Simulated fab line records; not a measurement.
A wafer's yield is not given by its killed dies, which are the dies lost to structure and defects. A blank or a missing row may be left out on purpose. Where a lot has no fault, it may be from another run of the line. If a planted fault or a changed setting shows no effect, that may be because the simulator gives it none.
Which tool is to blame? + flow berkeley_cmos170 + 14 lots with 42 wafers sampled at 5 steps, on a route of 331 steps

WHAT THE GAUGES READ, wafer by wafer
UCB170_NWELL_TW_MEAS_16. Usual: NWELL_TW 1248, standard deviation 12.
| lot  | measured    | on            | NWELL_TW       | flag |
|------|-------------|---------------|----------------|------|
| L351 | day 2 07:08 | film_metro-03 | 1263 1263 1262 |      |
| L352 | day 2 19:11 | film_metro-01 | 1233 1246 1246 |      |
| L353 | day 3 01:20 | film_metro-01 | 1244 1238 1241 |      |
| L354 | day 3 05:56 | film_metro-02 | 1234 1238 1235 |      |
| L355 | day 3 13:41 | film_metro-01 | 1238 1247 1246 |      |
| L356 | day 3 14:25 | film_metro-01 | 1246 1235 1242 |      |
| L358 | day 3 22:43 | film_metro-03 | 1248 1260 1254 |      |
| L359 | day 4 07:05 | film_metro-01 | 1231 1244 1243 |      |
| L363 | day 5 05:28 | film_metro-03 | 1138 1142 1133 | OFF  |
| L364 | day 5 10:26 | film_metro-03 | 1140 1136 1131 | OFF  |
| L367 | day 5 19:34 | film_metro-01 | 1244 1245 1240 |      |
| L369 | day 6 03:46 | film_metro-01 | 1243 1251 1236 |      |
| L371 | day 6 18:43 | film_metro-03 | 1257 1258 1268 |      |
| L372 | day 7 00:26 | film_metro-03 | 1265 1271 1266 |      |

UCB170_SACOX_THK_MEAS_02. Usual: SACOX_OXIDE_THK 14.38 nm, standard deviation 0.22.
| lot  | measured     | on            | SACOX_OXIDE_THK (nm) | flag |
|------|--------------|---------------|----------------------|------|
| L351 | day 5 11:07  | film_metro-04 | 14.28 14.39 14.42    |      |
| L352 | day 6 04:45  | film_metro-01 | 14.43 14.10 14.27    |      |
| L353 | day 6 12:36  | film_metro-01 | 14.64 14.59 14.78    |      |
| L354 | day 6 12:36  | film_metro-02 | 14.88 14.85 14.94    |      |
| L355 | day 6 16:46  | film_metro-01 | 14.70 14.57 14.48    |      |
| L356 | day 6 16:46  | film_metro-04 | 14.42 14.48 14.35    |      |
| L358 | day 7 13:40  | film_metro-01 | 14.17 14.09 14.29    |      |
| L359 | day 7 19:10  | film_metro-04 | 14.58 14.55 14.48    |      |
| L363 | day 8 10:03  | film_metro-02 | 14.51 14.47 14.55    |      |
| L364 | day 8 23:37  | film_metro-04 | 14.27 14.05 14.15    |      |
| L367 | day 8 23:34  | film_metro-01 | 14.36 14.35 14.38    |      |
| L369 | day 9 14:30  | film_metro-01 | 14.23 14.40 14.10    |      |
| L371 | day 10 04:25 | film_metro-02 | 14.21 14.45 14.46    |      |
| L372 | day 10 04:26 | film_metro-01 | 14.10 14.36 14.42    |      |

UCB170_PLDD_TW_MEAS_11. Usual: PLDD_TW 1014, standard deviation 10.
| lot  | measured     | on            | PLDD_TW        | flag |
|------|--------------|---------------|----------------|------|
| L351 | day 6 17:35  | film_metro-02 | 994 1002 998   |      |
| L352 | day 7 17:05  | film_metro-04 | 1012 1012 1012 |      |
| L353 | day 7 22:10  | film_metro-03 | 1026 1029 1022 |      |
| L354 | day 7 22:22  | film_metro-04 | 1016 1007 1012 |      |
| L355 | day 7 22:36  | film_metro-03 | 1025 1021 1027 |      |
| L356 | day 7 22:17  | film_metro-04 | 1010 1022 1013 |      |
| L358 | day 8 21:05  | film_metro-04 | 1015 1015 1009 |      |
| L359 | day 9 03:53  | film_metro-03 | 1024 1026 1023 |      |
| L363 | day 9 23:23  | film_metro-04 | 1017 1019 1020 |      |
| L364 | day 10 07:23 | film_metro-03 | 1024 1021 1025 |      |
| L367 | day 10 06:14 | film_metro-03 | 1021 1020 1021 |      |
| L369 | day 10 23:47 | film_metro-04 | 1006 1010 1010 |      |
| L371 | day 11 10:52 | film_metro-03 | 1019 1023 1027 |      |
| L372 | day 11 10:20 | film_metro-02 | 999 1000 1000  |      |

WHAT TOOL EACH LOT RAN ON (gives the tool, then ch and the chambers of the sampled wafers, and finally the start)
| lot  | UCB170_NWELL_IMPLANT_14        | UCB170_PWELL_STRIP_16               |
|------|--------------------------------|-------------------------------------|
| L351 | implanter-02 ch 0, day 2 06:53 | plasma_asher-01 ch 0,1, day 3 03:39 |
| L352 | implanter-01 ch 0, day 2 18:56 | plasma_asher-04 ch 0,1, day 3 14:37 |
| L353 | implanter-02 ch 0, day 3 01:05 | plasma_asher-04 ch 0,1, day 3 22:11 |
| L354 | implanter-01 ch 0, day 3 05:41 | plasma_asher-02 ch 0,1, day 3 22:22 |
| L355 | implanter-01 ch 0, day 3 13:26 | plasma_asher-01 ch 0,1, day 4 07:47 |
| L356 | implanter-03 ch 0, day 3 14:10 | plasma_asher-02 ch 0,1, day 4 08:02 |
| L358 | implanter-01 ch 0, day 3 22:28 | plasma_asher-01 ch 0,1, day 5 00:11 |
| L359 | implanter-02 ch 0, day 4 06:51 | plasma_asher-01 ch 0,1, day 5 08:08 |
| L363 | implanter-03 ch 0, day 5 05:13 | plasma_asher-02 ch 0,1, day 5 23:39 |
| L364 | implanter-03 ch 0, day 5 10:11 | plasma_asher-02 ch 0,1, day 6 07:20 |
| L367 | implanter-02 ch 0, day 5 19:20 | plasma_asher-01 ch 0,1, day 6 15:43 |
| L369 | implanter-02 ch 0, day 6 03:31 | plasma_asher-04 ch 1, day 7 01:41   |
| L371 | implanter-01 ch 0, day 6 18:28 | plasma_asher-04 ch 0,1, day 7 17:49 |
| L372 | implanter-01 ch 0, day 7 00:13 | plasma_asher-01 ch 0,1, day 7 17:34 |
- UCB170_NWELL_IMPLANT_14
- UCB170_PWELL_STRIP_16: strips in O2.

AS READ BY THE TOOLS THEMSELVES (means over the sampled wafers that have a number; for cases with no such wafer, the mark the record gives instead)
UCB170_NWELL_IMPLANT_14. Usual: beam_energy_keV 150.00, standard deviation 0.045; dose_ions_cm2 1.0001e+13, standard deviation 9.9e+09; faraday_current_uA 31.7, standard deviation 0.67.
| lot  | tool         | beam_energy_keV | dose_ions_cm2 | faraday_current_uA | flag |
|------|--------------|-----------------|---------------|--------------------|------|
| L351 | implanter-02 | 149.92          | 1.0003e+13    | 32.2               |      |
| L352 | implanter-01 | 149.96          | 1.0010e+13    | 32.5               |      |
| L353 | implanter-02 | 149.98          | 9.9987e+12    | 31.6               |      |
| L354 | implanter-01 | 149.97          | 9.9923e+12    | 32.5               |      |
| L355 | implanter-01 | 150.08          | 9.9977e+12    | 31.9               |      |
| L356 | implanter-03 | 149.98          | 1.0006e+13    | 31.7               |      |
| L358 | implanter-01 | 149.97          | 1.0004e+13    | 31.7               |      |
| L359 | implanter-02 | 150.01          | 1.0008e+13    | 32.0               |      |
| L363 | implanter-03 | 150.03          | 7.2270e+12    | 23.0               | OFF  |
| L364 | implanter-03 | 150.03          | 7.2260e+12    | 22.8               | OFF  |
| L367 | implanter-02 | 150.02          | 9.9943e+12    | 31.6               |      |
| L369 | implanter-02 | 149.98          | 9.9960e+12    | 31.3               |      |
| L371 | implanter-01 | 150.00          | 1.0005e+13    | 31.2               |      |
| L372 | implanter-01 | 150.00          | 9.9890e+12    | 31.9               |      |

UCB170_PWELL_STRIP_16. Usual: drypump_motor_current_A 6.0 A, standard deviation 0.51; oes_product_au 0.720 a.u., standard deviation 0.0044; strip_time_to_endpoint_s 18.07 s, standard deviation 0.11.
| lot  | tool            | drypump_motor_current_A (A) | oes_product_au (a.u.) | strip_time_to_endpoint_s (s) | flag |
|------|-----------------|-----------------------------|-----------------------|------------------------------|------|
| L351 | plasma_asher-01 | 6.1                         | 0.720                 | 18.02                        |      |
| L352 | plasma_asher-04 | 5.3                         | 0.717                 | 18.09                        |      |
| L353 | plasma_asher-04 | 5.3                         | 0.717                 | 18.08                        |      |
| L354 | plasma_asher-02 | 6.3                         | 0.722                 | 18.06                        |      |
| L355 | plasma_asher-01 | 6.2                         | 0.716                 | 18.10                        |      |
| L356 | plasma_asher-02 | 6.3                         | 0.722                 | 18.06                        |      |
| L358 | plasma_asher-01 | 6.2                         | 0.721                 | 18.03                        |      |
| L359 | plasma_asher-01 | 6.2                         | 0.723                 | 18.05                        |      |
| L363 | plasma_asher-02 | 6.2                         | 0.716                 | 18.23                        |      |
| L364 | plasma_asher-02 | 6.3                         | 0.720                 | 18.10                        |      |
| L367 | plasma_asher-01 | 6.2                         | 0.716                 | 18.07                        |      |
| L369 | plasma_asher-04 | 4.8                         | 0.720                 | 18.13                        |      |
| L371 | plasma_asher-04 | 5.8                         | 0.719                 | 18.08                        |      |
| L372 | plasma_asher-01 | 6.1                         | 0.719                 | 18.01                        |      |

THE ANSWER, worked out from the rows above alone
Rule: take the mean of a lot's wafers that have a number; if it is more than 3 standard deviations from the usual mean, the lot is off. Also off: a lot with no number at a reading for which 4 or more lots have one. Any other lot the step has rows for is counted as sound. First the gauges in route order, then the tools' own readings, where a lot's mean is used as printed above. The first step at which some lot is off is used, and at that step the reading that is off furthest; a lot without a number counts as furthest.
Off: at UCB170_NWELL_TW_MEAS_16 (NWELL_TW), L363, L364.
A tool fits if, at a process step before that reading, it ran every lot that is off, and no sound lot after the first of them. Not tried: the gauges at UCB170_NWELL_TW_MEAS_16; whatever is off there is also off at UCB170_NWELL_IMPLANT_14, on other tools, and gauge error can't account for it. One candidate fits, namely implanter-03 at UCB170_NWELL_IMPLANT_14. A fault onset in the window from L356 (day 3 14:10, its last sound lot) to L363 (day 5 05:13, its first lot off) fits.
The tool's own readings at UCB170_NWELL_IMPLANT_14 bear it out: on the lots that are off they differ by more than 5 times the standard deviation of the sound lots' means. dose_ions_cm2 reads 7.2265e+12 there against 1.0000e+13 on the sound lots; faraday_current_uA reads 22.9 there against 31.8 on the sound lots.

WHAT HAD BEEN PUT IN BY THE SIMULATOR
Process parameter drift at UCB170_NWELL_IMPLANT_14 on implanter-03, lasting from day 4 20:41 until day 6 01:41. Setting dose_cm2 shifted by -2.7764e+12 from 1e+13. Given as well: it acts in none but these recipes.
Lots struck among those shown: L363, L364. The rule above found the same.
